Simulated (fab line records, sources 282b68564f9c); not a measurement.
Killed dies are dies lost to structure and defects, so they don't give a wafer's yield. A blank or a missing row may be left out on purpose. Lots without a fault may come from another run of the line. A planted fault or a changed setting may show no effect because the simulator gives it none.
fab line records | flow rit_cmos | part 1 of 2: steps 1 to 34 of 46
record lots=5 wafers=15 last_day=7
route steps=202 shown NWELL@30 PWELL@39 WELLDRIVE@50 NRETRO@53 PRETRO@64 GATE@75
lots that met no fault: from a run of the same line without faults
start_h: hours from the record's first day to the start of the lot's first wafer shown | wait_h: hours since the lot's step before | " the same as in the row above | L1.1+2: a row that stands for several wafers | - no value, or no start given | * or withheld: withheld | < > ~ a bound
route shown NAME@n: a module of which the file shows steps, and the number in the route of the first | usual: mean/standard deviation of fault-free wafers | same: alike in all rows | chamber/n: place in a boat | sites: the reading at each site | _std_site: their standard deviation | _edge_site: outer sites' mean less inner sites' | radius_mm: how far each site lies from the wafer's centre | mask NAME#n: copy n | behind: the tool/chamber that last shaped the wafer | hold: why the lot was held/for how many hours/how that ended | device: the transistor (n, p or np) that didn't switch | end of line: the same wafers' tests at the end of the route | a step without rows: its recipe alone | killed: dies lost to structure and defects at the first sort, not the wafer's yield | map: a wafer's dies, x killed, . not, _ none there
set.NAME: the setting as run; set.NAME@STEP: as run at that earlier step | model.NAME: the simulator's own value behind a step, which no gauge read
lots at some steps of the route; a table a step, a row a wafer
services: from which hour (start_h, from the record's first day; less than 0 if before it) a tool's chamber was out of use, for how many hours, and why
## steps
# step RIT_NWELL_SOFTBAKE_02
# recipe resist=NOVOLAK temp_c=90 time_s=60
# same time_s=60
# columns lot.wafer tool chamber start_h wait_h
L075.1+2+3 litho_track-02 0 25.74 0.1
L076.4+5+6 litho_track-03 0 30.19 0.1
L092.1+2+4 litho_track-02 0 110.53 0.1
L096.2+5+6 litho_track-03 0 130.40 0.1
L097.4+5+6 litho_track-02 0 134.82 0.1
# step RIT_NWELL_EXPOSE_03
# recipe mask_id=M2 na=0.57 target_cd_nm=43900 dose_mj=250
# usual focus_offset_nm=0.0/0.5 stage_vel_mm_s=500.02/0.25
# columns lot.wafer tool chamber start_h wait_h mask focus_offset_nm stage_vel_mm_s
L075.1 iline_stepper-02 0 26.01 0.2 M2#0 -0.7 499.72
L075.2 " 0 " " M2#0 0.2 499.90
L075.3 " 0 " " M2#0 -0.3 499.98
L076.4 iline_stepper-01 0 30.45 0.2 M2#0 0.2 500.43
L076.5 " 0 " " M2#0 0.1 500.51
L076.6 " 0 " " M2#0 0.1 500.21
L092.1 iline_stepper-02 0 110.68 0.1 M2#0 -1.0 499.90
L092.2 " 0 " " M2#0 -0.3 499.95
L092.4 " 0 " " M2#0 -0.2 499.62
L096.2 iline_stepper-02 0 130.67 0.2 M2#0 0.0 499.79
L096.5 " 0 " " M2#0 0.2 500.10
L096.6 " 0 " " M2#0 -0.2 499.62
L097.4 iline_stepper-02 0 134.95 0.1 M2#0 0.5 500.23
L097.5 " 0 " " M2#0 0.2 499.90
L097.6 " 0 " " M2#0 -0.5 499.74
# step RIT_NWELL_PEB_04
# recipe resist=NOVOLAK temp_c=withheld time_s=withheld
# columns lot.wafer tool chamber start_h wait_h
L075.1+2+3 litho_track-03 0 26.13 0.1
L076.4+5+6 litho_track-02 0 30.59 0.1
L092.1+2+4 litho_track-01 0 110.79 0.1
L096.2+5+6 litho_track-01 0 130.81 0.1
L097.4+5+6 litho_track-02 0 135.08 0.1
# step RIT_NWELL_DEVELOP_05
# recipe resist=NOVOLAK develop_time_s=68 dev_temp_c=23
# columns lot.wafer tool chamber start_h wait_h
L075.1+2+3 litho_track-03 0 - -
L076.4+5+6 litho_track-02 0 - -
L092.1+2+4 litho_track-01 0 - -
L096.2+5+6 litho_track-01 0 - -
L097.4+5+6 litho_track-02 0 - -
# step RIT_NWELL_OVL_MEAS_06
# usual NWELL_OVL=-0.1/1.4
# columns lot.wafer tool chamber start_h wait_h NWELL_OVL[nm]
L075.1 overlay-01 - 26.44 - -1.8
L075.2 " - " " -1.2
L075.3 " - " " -1.5
L076.4 overlay-01 - 30.84 - 0.0
L076.5 " - " " 0.5
L076.6 " - " " -0.2
L092.1 overlay-01 - 111.11 - -1.8
L092.2 " - " " 0.8
L092.4 " - " " -1.1
L096.2 overlay-01 - 131.11 - -1.5
L096.5 " - " " 0.6
L096.6 " - " " 0.7
L097.4 overlay-02 - 135.34 - 0.8
L097.5 " - " " 2.0
L097.6 " - " " 1.7
# step RIT_NWELL_HARDBAKE_07
# recipe resist=NOVOLAK temp_c=140 time_s=120
# same time_s=120
# columns lot.wafer tool chamber start_h wait_h
L075.1+2+3 litho_track-03 0 26.48 0.0
L076.4+5+6 litho_track-01 0 30.99 0.1
L092.1+2+4 litho_track-02 0 111.22 0.1
L096.2+5+6 litho_track-02 0 131.24 0.1
L097.4+5+6 litho_track-01 0 135.48 0.1
# step RIT_NWELL_IMPLANT_08
# recipe species=P energy_kev=170 dose_cm2=5e+13 tilt_deg=7
# columns lot.wafer tool chamber start_h wait_h
L075.1+2+3 implanter-03 0 26.73 0.2
L076.4+5+6 implanter-03 0 31.19 0.2
L092.1+2+4 implanter-02 0 111.47 0.2
L096.2+5+6 implanter-03 0 131.48 0.2
L097.4+5+6 implanter-03 0 135.68 0.2
# step RIT_NWELL_STRIP_09
# recipe chemistry=O2 time_s=180 resist=NOVOLAK platen_temp_c=withheld power_w=500 pressure_mtorr=4000 o2_flow_sccm=4000
# usual drypump_motor_current_A=5.7/0.48
# same time_s=180
# columns lot.wafer tool chamber start_h wait_h drypump_motor_current_A rf_hours_counter_h
L075.1 plasma_asher-01 1 26.88 0.1 5.3 37
L075.2 " 0 " " 5.2 37
L075.3 " 1 " " 5.3 -
L076.4 plasma_asher-02 1 31.32 0.1 6.6 -
L076.5 " 0 " " 5.2 -
L076.6 " 1 " " 6.6 -
L092.1 plasma_asher-02 0 111.62 0.1 5.2 47
L092.2 " 1 " " 6.6 47
L092.4 " 0 " " 5.2 -
L096.2 plasma_asher-03 1 131.60 0.1 5.6 1
L096.5 " 1 " " 5.6 -
L096.6 " 0 " " 5.6 -
L097.4 plasma_asher-03 1 135.81 0.1 5.6 -
L097.5 " 0 " " 5.6 -
L097.6 " 1 " " 5.6 -
# step RIT_NWELL_TW_MEAS_10
# usual NWELL_TW=2153/13
# columns lot.wafer tool chamber start_h wait_h NWELL_TW
L075.1 film_metro-03 - 27.05 0.1 2136
L075.2 " - " " 2136
L075.3 " - " " 2143
L076.4 film_metro-04 - 31.47 0.1 2169
L076.5 " - " " 2171
L076.6 " - " " 2162
L092.1 film_metro-02 - 111.80 0.1 2146
L092.2 " - " " 2168
L092.4 " - " " 2154
L096.2 film_metro-04 - 131.79 0.1 2155
L096.5 " - " " 2151
L096.6 " - " " 2150
L097.4 film_metro-04 - 135.96 0.1 2179
L097.5 " - " " 2159
L097.6 " - " " 2163
# step RIT_PWELL_HMDS_00
# recipe prime_time_s=60 prime_temp_c=140
# same prime_time_s=60
# columns lot.wafer tool chamber start_h wait_h
L075.1+2+3 litho_track-03 0 27.11 0.1
L076.4+5+6 litho_track-04 0 31.57 0.1
L092.1+2+4 litho_track-03 0 111.86 0.1
L096.2+5+6 litho_track-04 0 131.86 0.1
L097.4+5+6 litho_track-03 0 136.08 0.1
# step RIT_PWELL_COAT_01
# recipe resist=NOVOLAK spin_rpm=2000 resist_thk_nm=1300
# usual dispense_pressure_kPa=52.7/1.4
# columns lot.wafer tool chamber start_h wait_h dispense_pressure_kPa
L075.1 litho_track-03 0 27.26 0.1 54.1
L075.2 " 0 " " 54.1
L075.3 " 0 " " 54.1
L076.4 litho_track-04 0 31.72 0.1 53.2
L076.5 " 0 " " 53.2
L076.6 " 0 " " 53.3
L092.1 litho_track-03 0 112.01 0.1 54.1
L092.2 " 0 " " 54.1
L092.4 " 0 " " 54.1
L096.2 litho_track-04 0 132.01 0.1 53.2
L096.5 " 0 " " 53.1
L096.6 " 0 " " 53.2
L097.4 litho_track-03 0 136.23 0.1 54.1
L097.5 " 0 " " 54.1
L097.6 " 0 " " 54.1
# step RIT_PWELL_SOFTBAKE_02
# recipe resist=NOVOLAK temp_c=90 time_s=60
# same time_s=60
# columns lot.wafer tool chamber start_h wait_h
L075.1+2+3 litho_track-03 0 27.41 0.1
L076.4+5+6 litho_track-04 0 31.87 0.1
L092.1+2+4 litho_track-03 0 112.16 0.1
L096.2+5+6 litho_track-04 0 132.16 0.1
L097.4+5+6 litho_track-03 0 136.38 0.1
# step RIT_PWELL_EXPOSE_03
# recipe mask_id=M3 na=0.57 target_cd_nm=43700 dose_mj=250
# usual focus_offset_nm=0.1/0.5 stage_vel_mm_s=499.99/0.27
# columns lot.wafer tool chamber start_h wait_h mask focus_offset_nm stage_vel_mm_s
L075.1 iline_stepper-01 0 27.56 0.1 M3#0 0.8 499.70
L075.2 " 0 " " M3#0 0.8 499.76
L075.3 " 0 " " M3#0 0.6 499.86
L076.4 iline_stepper-02 0 32.13 0.2 M3#0 0.9 500.39
L076.5 " 0 " " M3#0 -0.2 500.07
L076.6 " 0 " " M3#0 0.0 500.26
L092.1 iline_stepper-02 0 112.31 0.1 M3#0 -1.3 500.52
L092.2 " 0 " " M3#0 -0.7 500.21
L092.4 " 0 " " M3#0 -0.3 500.15
L096.2 iline_stepper-01 0 132.31 0.1 M3#0 -0.2 500.42
L096.5 " 0 " " M3#0 0.4 499.94
L096.6 " 0 " " M3#0 -0.5 500.06
L097.4 iline_stepper-01 0 136.51 0.1 M3#0 -0.5 499.09
L097.5 " 0 " " M3#0 0.6 499.57
L097.6 " 0 " " M3#0 1.2 499.60
# step RIT_PWELL_PEB_04
# recipe resist=NOVOLAK temp_c=withheld time_s=withheld
# columns lot.wafer tool chamber start_h wait_h
L075.1+2+3 litho_track-04 0 27.68 0.1
L076.4+5+6 litho_track-04 0 32.26 0.1
L092.1+2+4 litho_track-02 0 112.43 0.1
L096.2+5+6 litho_track-02 0 132.43 0.1
L097.4+5+6 litho_track-04 0 136.65 0.1
# step RIT_PWELL_DEVELOP_05
# recipe resist=NOVOLAK develop_time_s=68 dev_temp_c=23
# columns lot.wafer tool chamber start_h wait_h
L075.1+2+3 litho_track-04 0 - -
L076.4+5+6 litho_track-04 0 - -
L092.1+2+4 litho_track-02 0 - -
L096.2+5+6 litho_track-02 0 - -
L097.4+5+6 litho_track-04 0 - -
# step RIT_PWELL_OVL_MEAS_06
# usual PWELL_OVL=0.4/1.4
# columns lot.wafer tool chamber start_h wait_h PWELL_OVL[nm]
L075.1 overlay-02 - 27.99 - 0.6
L075.2 " - " " 0.7
L075.3 " - " " 2.5
L076.4 overlay-01 - 32.52 - -1.6
L076.5 " - " " -3.6
L076.6 " - " " -1.5
L092.1 overlay-01 - 112.74 - 0.9
L092.2 " - " " 0.5
L092.4 " - " " -0.7
L096.2 overlay-01 - 132.72 - 2.8
L096.5 " - " " 2.1
L096.6 " - " " 2.3
L097.4 overlay-01 - 136.90 - 0.4
L097.5 " - " " 1.5
L097.6 " - " " 2.2
# step RIT_PWELL_HARDBAKE_07
# recipe resist=NOVOLAK temp_c=140 time_s=120
# same time_s=120
# columns lot.wafer tool chamber start_h wait_h
L075.1+2+3 litho_track-02 0 28.39 0.4
L076.4+5+6 litho_track-03 0 32.66 0.1
L092.1+2+4 litho_track-03 0 112.77 0.0
L096.2+5+6 litho_track-04 0 132.79 0.1
L097.4+5+6 litho_track-02 0 137.05 0.1
# step RIT_PWELL_IMPLANT_08
# recipe species=B energy_kev=170 dose_cm2=7e+13 tilt_deg=7
# columns lot.wafer tool chamber start_h wait_h
L075.1+2+3 implanter-03 0 28.64 0.2
L076.4+5+6 implanter-04 0 32.86 0.2
L092.1+2+4 implanter-01 0 113.02 0.2
L096.2+5+6 implanter-03 0 133.03 0.2
L097.4+5+6 implanter-03 0 137.25 0.2
# step RIT_PWELL_STRIP_09
# recipe chemistry=O2 time_s=180 resist=NOVOLAK platen_temp_c=withheld power_w=500 pressure_mtorr=4000 o2_flow_sccm=4000
# usual drypump_motor_current_A=5.4/0.6
# same time_s=180
# columns lot.wafer tool chamber start_h wait_h drypump_motor_current_A rf_hours_counter_h
L075.1 plasma_asher-04 1 28.79 0.1 4.7 25
L075.2 " 0 " " 5.7 25
L075.3 " 1 " " 4.7 -
L076.4 plasma_asher-02 0 32.99 0.1 5.3 -
L076.5 " 1 " " 6.6 -
L076.6 " 0 " " 5.2 -
L092.1 plasma_asher-02 1 113.17 0.1 6.6 47
L092.2 " 0 " " 5.3 47
L092.4 " 1 " " 6.6 -
L096.2 plasma_asher-04 0 133.15 0.1 5.7 37
L096.5 " 1 " " 4.7 -
L096.6 " 0 " " 5.7 -
L097.4 plasma_asher-04 1 137.38 0.1 4.7 -
L097.5 " 0 " " 5.7 -
L097.6 " 1 " " 4.7 -
# step RIT_PWELL_TW_MEAS_10
# usual PWELL_TW=957/5.2
# columns lot.wafer tool chamber start_h wait_h PWELL_TW
L075.1 film_metro-02 - 28.96 0.1 962
L075.2 " - " " 960
L075.3 " - " " 963
L076.4 film_metro-02 - 33.14 0.1 958
L076.5 " - " " 962
L076.6 " - " " 958
L092.1 film_metro-02 - 113.35 0.1 959
L092.2 " - " " 955
L092.4 " - " " 960
L096.2 film_metro-02 - 133.34 0.1 961
L096.5 " - " " 964
L096.6 " - " " 963
L097.4 film_metro-03 - 137.53 0.1 962
L097.5 " - " " 961
L097.6 " - " " 964
# step RIT_WELLDRIVE_ANNEAL_00
# recipe temp_c=1100 time_s=14700 ambient=N2
# usual tube_center_temp_C=1100/0.095
# same time_s=14700
# columns lot.wafer tool chamber start_h wait_h tube_center_temp_C
L075.1 furnace-03 0 29.02 0.1 1100
L075.2 " 0 " " 1100.2
L075.3 " 0 " " 1099.9
L076.4 furnace-01 0 33.17 0.0 1100
L076.5 " 0 " " 1100.1
L076.6 " 0 " " 1100.1
L092.1 furnace-03 0 113.89 0.5 1100
L092.2 " 0 " " 1099.9
L092.4 " 0 " " 1099.9
L096.2 furnace-02 0 133.53 0.2 1100
L096.5 " 0 " " 1100
L096.6 " 0 " " 1100
L097.4 furnace-03 0 137.56 0.0 1100.1
L097.5 " 0 " " 1099.8
L097.6 " 0 " " 1099.9
# step RIT_WELLDRIVE_RS_MEAS_01
# recipe thk_meas_gauge=four-point-probe
# usual NWELL_RS=275.6/0.82
# columns lot.wafer tool chamber start_h wait_h NWELL_RS[ohm/sq]
L075.1 film_metro-03 - 34.10 0.0 275.9
L075.2 " - " " 277.1
L075.3 " - " " 276.8
L076.4 film_metro-02 - 38.31 0.1 275.0
L076.5 " - " " 275.3
L076.6 " - " " 275.6
L092.1 film_metro-03 - 118.97 0.0 274.8
L092.2 " - " " 275.1
L092.4 " - " " 274.4
L096.2 film_metro-03 - 138.63 0.0 275.5
L096.5 " - " " 275.9
L096.6 " - " " 274.7
L097.4 film_metro-02 - 142.70 0.1 274.8
L097.5 " - " " 275.5
L097.6 " - " " 273.6
# step RIT_WELLDRIVE_RS_MEAS_02
# recipe thk_meas_gauge=four-point-probe
# usual PWELL_RS=429.7/1.2
# columns lot.wafer tool chamber start_h wait_h PWELL_RS[ohm/sq]
L075.1 film_metro-03 - 34.22 0.1 427.6
L075.2 " - " " 428.4
L075.3 " - " " 428.8
L076.4 film_metro-02 - 38.43 0.1 428.2
L076.5 " - " " 429.0
L076.6 " - " " 428.1
L092.1 film_metro-03 - 119.09 0.1 429.9
L092.2 " - " " 429.4
L092.4 " - " " 430.1
L096.2 film_metro-03 - 138.75 0.1 429.0
L096.5 " - " " 429.7
L096.6 " - " " 429.4
L097.4 film_metro-02 - 142.82 0.1 428.2
L097.5 " - " " 428.2
L097.6 " - " " 428.4
# step RIT_NRETRO_HMDS_00
# recipe prime_time_s=60 prime_temp_c=140
# same prime_time_s=60
# columns lot.wafer tool chamber start_h wait_h
L075.1+2+3 litho_track-01 0 34.34 0.1
L076.4+5+6 litho_track-01 0 38.57 0.1
L092.1+2+4 litho_track-04 0 119.21 0.1
L096.2+5+6 litho_track-01 0 138.88 0.1
L097.4+5+6 litho_track-01 0 142.96 0.1
# step RIT_NRETRO_COAT_01
# recipe resist=NOVOLAK spin_rpm=2000 resist_thk_nm=1300
# usual dispense_pressure_kPa=51/3.3
# columns lot.wafer tool chamber start_h wait_h dispense_pressure_kPa
L075.1 litho_track-01 0 34.49 0.1 47
L075.2 " 0 " " 47
L075.3 " 0 " " 47
L076.4 litho_track-01 0 38.72 0.1 47
L076.5 " 0 " " 47
L076.6 " 0 " " 47
L092.1 litho_track-04 0 119.36 0.1 53
L092.2 " 0 " " 53
L092.4 " 0 " " 53
L096.2 litho_track-01 0 139.03 0.1 47
L096.5 " 0 " " 47
L096.6 " 0 " " 47
L097.4 litho_track-01 0 143.11 0.1 47
L097.5 " 0 " " 47
L097.6 " 0 " " 47
# step RIT_NRETRO_SOFTBAKE_02
# recipe resist=NOVOLAK temp_c=90 time_s=60
# same time_s=60
# columns lot.wafer tool chamber start_h wait_h
L075.1+2+3 litho_track-01 0 34.64 0.1
L076.4+5+6 litho_track-01 0 38.87 0.1
L092.1+2+4 litho_track-04 0 119.51 0.1
L096.2+5+6 litho_track-01 0 139.18 0.1
L097.4+5+6 litho_track-01 0 143.26 0.1
# step RIT_NRETRO_EXPOSE_03
# recipe mask_id=M4 na=0.57 target_cd_nm=43900 dose_mj=250
# usual focus_offset_nm=0.0/0.51 stage_vel_mm_s=500.01/0.3
# columns lot.wafer tool chamber start_h wait_h mask focus_offset_nm stage_vel_mm_s
L075.1 iline_stepper-01 0 34.79 0.1 M4#0 0.1 499.73
L075.2 " 0 " " M4#0 -0.5 500.40
L075.3 " 0 " " M4#0 -0.5 500.04
L076.4 iline_stepper-01 0 39.00 0.1 M4#0 0.0 500.30
L076.5 " 0 " " M4#0 -0.1 499.94
L076.6 " 0 " " M4#0 0.4 499.68
L092.1 iline_stepper-02 0 119.66 0.1 M4#0 0.1 500.86
L092.2 " 0 " " M4#0 0.1 500.28
L092.4 " 0 " " M4#0 -0.2 500.00
L096.2 iline_stepper-01 0 139.32 0.1 M4#0 -0.2 499.98
L096.5 " 0 " " M4#0 -0.1 500.05
L096.6 " 0 " " M4#0 -1.0 500.07
L097.4 iline_stepper-02 0 143.51 0.2 M4#0 -0.6 500.00
L097.5 " 0 " " M4#0 -0.5 500.25
L097.6 " 0 " " M4#0 0.5 500.21
# step RIT_NRETRO_PEB_04
# recipe resist=NOVOLAK temp_c=withheld time_s=withheld
# columns lot.wafer tool chamber start_h wait_h
L075.1+2+3 litho_track-03 0 34.91 0.1
L076.4+5+6 litho_track-01 0 39.25 0.2
L092.1+2+4 litho_track-01 0 119.78 0.1
L096.2+5+6 litho_track-01 0 139.44 0.1
L097.4+5+6 litho_track-04 0 143.65 0.1
# step RIT_NRETRO_DEVELOP_05
# recipe resist=NOVOLAK develop_time_s=68 dev_temp_c=23
# columns lot.wafer tool chamber start_h wait_h
L075.1+2+3 litho_track-03 0 - -
L076.4+5+6 litho_track-01 0 - -
L092.1+2+4 litho_track-01 0 - -
L096.2+5+6 litho_track-01 0 - -
L097.4+5+6 litho_track-04 0 - -
# step RIT_NRETRO_OVL_MEAS_06
# usual NRETRO_OVL=-0.4/1.3
# columns lot.wafer tool chamber start_h wait_h NRETRO_OVL[nm]
L075.1 overlay-02 - 35.22 - -0.8
L075.2 " - " " -2.0
L075.3 " - " " -0.1
L076.4 overlay-02 - 39.51 - -0.2
L076.5 " - " " 0.4
L076.6 " - " " 0.0
L092.1 overlay-02 - 120.09 - 0.1
L092.2 " - " " -0.4
L092.4 " - " " -0.3
L096.2 overlay-02 - 139.74 - -1.5
L096.5 " - " " -0.8
L096.6 " - " " -0.2
L097.4 overlay-01 - 143.90 - -2.7
L097.5 " - " " -4.0
L097.6 " - " " -0.5
# step RIT_NRETRO_HARDBAKE_07
# recipe resist=NOVOLAK temp_c=140 time_s=120
# same time_s=120
# columns lot.wafer tool chamber start_h wait_h
L075.1+2+3 litho_track-03 0 35.26 0.0
L076.4+5+6 litho_track-03 0 39.65 0.1
L092.1+2+4 litho_track-04 0 120.13 0.0
L096.2+5+6 litho_track-03 0 139.81 0.1
L097.4+5+6 litho_track-04 0 144.05 0.1
# step RIT_NRETRO_IMPLANT_08
# recipe species=P energy_kev=70 dose_cm2=1e+13 tilt_deg=7
# columns lot.wafer tool chamber start_h wait_h
L075.1+2+3 implanter-02 0 35.51 0.2
L076.4+5+6 implanter-02 0 39.85 0.2
L092.1+2+4 implanter-01 0 120.38 0.2
L096.2+5+6 implanter-02 0 140.04 0.2
L097.4+5+6 implanter-02 0 144.25 0.2
# step RIT_NRETRO_STRIP_09
# recipe chemistry=O2 time_s=180 resist=NOVOLAK platen_temp_c=withheld power_w=500 pressure_mtorr=4000 o2_flow_sccm=4000
# usual drypump_motor_current_A=5.40/0.3
# same time_s=180
# columns lot.wafer tool chamber start_h wait_h drypump_motor_current_A rf_hours_counter_h
L075.1 plasma_asher-03 0 35.66 0.1 5.62 38
L075.2 " 1 " " 5.64 38
L075.3 " 1 " " 5.63 -
L076.4 plasma_asher-01 1 39.99 0.1 5.34 -
L076.5 " 0 " " 5.26 -
L076.6 " 1 " " 5.35 -
L092.1 plasma_asher-01 0 120.53 0.1 5.24 47
L092.2 " 1 " " 5.32 47
L092.4 " 0 " " 5.24 -
L096.2 plasma_asher-01 0 140.17 0.1 5.26 49
L096.5 " 0 " " 5.25 -
L096.6 " 1 " " 5.30 -
L097.4 plasma_asher-01 1 144.38 0.1 5.32 -
L097.5 " 0 " " 5.24 -
L097.6 " 1 " " 5.30 -
# step RIT_NRETRO_TW_MEAS_10
# usual NRETRO_TW=1053/7.7
# columns lot.wafer tool chamber start_h wait_h NRETRO_TW
L075.1 film_metro-04 - 35.84 0.1 1059
L075.2 " - " " 1064
L075.3 " - " " 1064
L076.4 film_metro-01 - 40.13 0.1 1041
L076.5 " - " " 1038
L076.6 " - " " 1042
L092.1 film_metro-01 - 120.70 0.1 1042
L092.2 " - " " 1045
L092.4 " - " " 1042
L096.2 film_metro-04 - 140.35 0.1 1058
L096.5 " - " " 1061
L096.6 " - " " 1064
L097.4 film_metro-02 - 144.53 0.1 1063
L097.5 " - " " 1052
L097.6 " - " " 1057
